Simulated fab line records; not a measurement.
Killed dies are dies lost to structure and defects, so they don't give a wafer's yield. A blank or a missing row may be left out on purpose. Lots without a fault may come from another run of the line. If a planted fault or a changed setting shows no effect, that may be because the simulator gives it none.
Which tool is to blame? / flow berkeley_cmos170 / 14 lots with 42 wafers sampled at 2 steps, on a route of 331 steps

== WHAT THE GAUGES SHOWED, per wafer ==
UCB170_M2_CD_MEAS_15 targets a cd of 700 nm.
lot=L439; measured=day 8 03:23; on=cd_sem-02; cd_nm (nm)=700.0 701.6 699.7
lot=L440; measured=day 8 17:58; on=cd_sem-01; cd_nm (nm)=702.5 702.0 701.1
lot=L444; measured=day 9 06:19; on=cd_sem-02; cd_nm (nm)=698.1 698.2 698.5
lot=L443; measured=day 9 07:31; on=cd_sem-02; cd_nm (nm)=699.3 700.2 699.7
lot=L445; measured=day 10 02:14; on=cd_sem-01; cd_nm (nm)=700.2 701.9 699.3
lot=L447; measured=day 10 12:28; on=cd_sem-02; cd_nm (nm)=699.9 700.9 700.5
lot=L448; measured=day 10 12:34; on=cd_sem-02; cd_nm (nm)=698.6 699.4 697.9
lot=L449; measured=day 10 12:51; on=cd_sem-01; cd_nm (nm)=700.2 699.7 699.8
lot=L450; measured=day 11 05:57; on=cd_sem-01; cd_nm (nm)=700.5 699.8 700.0
lot=L451; measured=day 11 04:20; on=cd_sem-01; cd_nm (nm)=699.0 698.9 698.8
lot=L456; measured=day 12 05:35; on=cd_sem-01; cd_nm (nm)=699.0 699.5 700.2
lot=L461; measured=day 12 15:29; on=cd_sem-01; cd_nm (nm)=699.7 699.5 699.7
lot=L458; measured=day 12 17:20; on=cd_sem-01; cd_nm (nm)=698.8 699.2 700.2
lot=L462; measured=day 13 14:19; on=cd_sem-01; cd_nm (nm)=701.4 702.1 701.7

== EACH LOT AND THE TOOL THAT RAN IT (in order: tool; ch and the chambers of the sampled wafers; start) ==
lot=L439; UCB170_SPACER_ETCHBACK_03=rie_diel-01 ch 0,2,3, day 7 01:15
lot=L440; UCB170_SPACER_ETCHBACK_03=rie_diel-01 ch 1,3, day 7 23:16
lot=L444; UCB170_SPACER_ETCHBACK_03=rie_diel-03 ch 1,2,3, day 8 07:51
lot=L443; UCB170_SPACER_ETCHBACK_03=rie_diel-01 ch 2,3, day 8 07:55
lot=L445; UCB170_SPACER_ETCHBACK_03=rie_diel-02 ch 1,2,3, day 9 04:05
lot=L447; UCB170_SPACER_ETCHBACK_03=rie_diel-01 ch 0,2,3, day 9 11:35
lot=L448; UCB170_SPACER_ETCHBACK_03=rie_diel-03 ch 0,1,2, day 9 11:35
lot=L449; UCB170_SPACER_ETCHBACK_03=rie_diel-02 ch 0,2,3, day 9 11:35
lot=L450; UCB170_SPACER_ETCHBACK_03=rie_diel-03 ch 0,1,2, day 10 10:09
lot=L451; UCB170_SPACER_ETCHBACK_03=rie_diel-02 ch 1,3, day 10 10:09
lot=L456; UCB170_SPACER_ETCHBACK_03=rie_diel-02 ch 1,2, day 11 07:50
lot=L461; UCB170_SPACER_ETCHBACK_03=rie_diel-01 ch 0,2,3, day 11 19:03
lot=L458; UCB170_SPACER_ETCHBACK_03=rie_diel-01 ch 1,2, day 11 19:08
lot=L462; UCB170_SPACER_ETCHBACK_03=rie_diel-02 ch 1,2,3, day 12 15:33
- UCB170_SPACER_ETCHBACK_03: etches SiO2 in CHF3/CF4/Ar, stops on Si, target depth 376 nm, time 100 s.

== AS READ BY THE TOOLS THEMSELVES (means over the sampled wafers that have a number; for cases with no such wafer, the mark the record gives instead) ==
UCB170_SPACER_ETCHBACK_03.
lot=L439; tool=rie_diel-01; drypump_motor_current_A (A)=5.69; oes_product_au (a.u.)=0.897; throttle_valve_pct (%)=6.51
lot=L440; tool=rie_diel-01; drypump_motor_current_A (A)=5.30; oes_product_au (a.u.)=0.900; throttle_valve_pct (%)=6.30
lot=L444; tool=rie_diel-03; drypump_motor_current_A (A)=5.60; oes_product_au (a.u.)=0.908; throttle_valve_pct (%)=6.45
lot=L443; tool=rie_diel-01; drypump_motor_current_A (A)=5.66; oes_product_au (a.u.)=0.901; throttle_valve_pct (%)=6.35
lot=L445; tool=rie_diel-02; drypump_motor_current_A (A)=5.80; oes_product_au (a.u.)=0.910; throttle_valve_pct (%)=6.42
lot=L447; tool=rie_diel-01; drypump_motor_current_A (A)=5.69; oes_product_au (a.u.)=0.904; throttle_valve_pct (%)=6.51
lot=L448; tool=rie_diel-03; drypump_motor_current_A (A)=5.48; oes_product_au (a.u.)=0.910; throttle_valve_pct (%)=6.55
lot=L449; tool=rie_diel-02; drypump_motor_current_A (A)=5.72; oes_product_au (a.u.)=0.905; throttle_valve_pct (%)=6.43
lot=L450; tool=rie_diel-03; drypump_motor_current_A (A)=5.48; oes_product_au (a.u.)=0.921; throttle_valve_pct (%)=6.55
lot=L451; tool=rie_diel-02; drypump_motor_current_A (A)=5.89; oes_product_au (a.u.)=0.904; throttle_valve_pct (%)=6.43
lot=L456; tool=rie_diel-02; drypump_motor_current_A (A)=5.70; oes_product_au (a.u.)=0.917; throttle_valve_pct (%)=6.40
lot=L461; tool=rie_diel-01; drypump_motor_current_A (A)=5.68; oes_product_au (a.u.)=0.888; throttle_valve_pct (%)=6.51
lot=L458; tool=rie_diel-01; drypump_motor_current_A (A)=5.47; oes_product_au (a.u.)=0.905; throttle_valve_pct (%)=6.38
lot=L462; tool=rie_diel-02; drypump_motor_current_A (A)=5.82; oes_product_au (a.u.)=0.919; throttle_valve_pct (%)=6.42

== THE ANSWER, worked out from the rows above alone ==
Rule: the lots themselves supply what counts as usual. Put in order of their means at a reading, lots are off if they are a third of the lots or fewer, leave a main group of 4 or more, and stand apart from it by a gap of 3 or more times the standard deviation of the main group's means; of several such gaps the widest counts. A main group whose means are all the same, to the digits that the tables above print for the reading, isn't used. Also off: a lot with no number at a reading for which 4 or more lots have one. The other lots that the step has rows for count as sound. First the gauges in route order, then the tools' own readings, where a lot's mean is used as printed above. The first step at which some lot is off is used, and at that step the reading that is off furthest; a lot without a number counts as furthest.
None of the lots is off at any reading shown; this tells nothing.

== WHAT THE SIMULATOR HAD INSERTED ==
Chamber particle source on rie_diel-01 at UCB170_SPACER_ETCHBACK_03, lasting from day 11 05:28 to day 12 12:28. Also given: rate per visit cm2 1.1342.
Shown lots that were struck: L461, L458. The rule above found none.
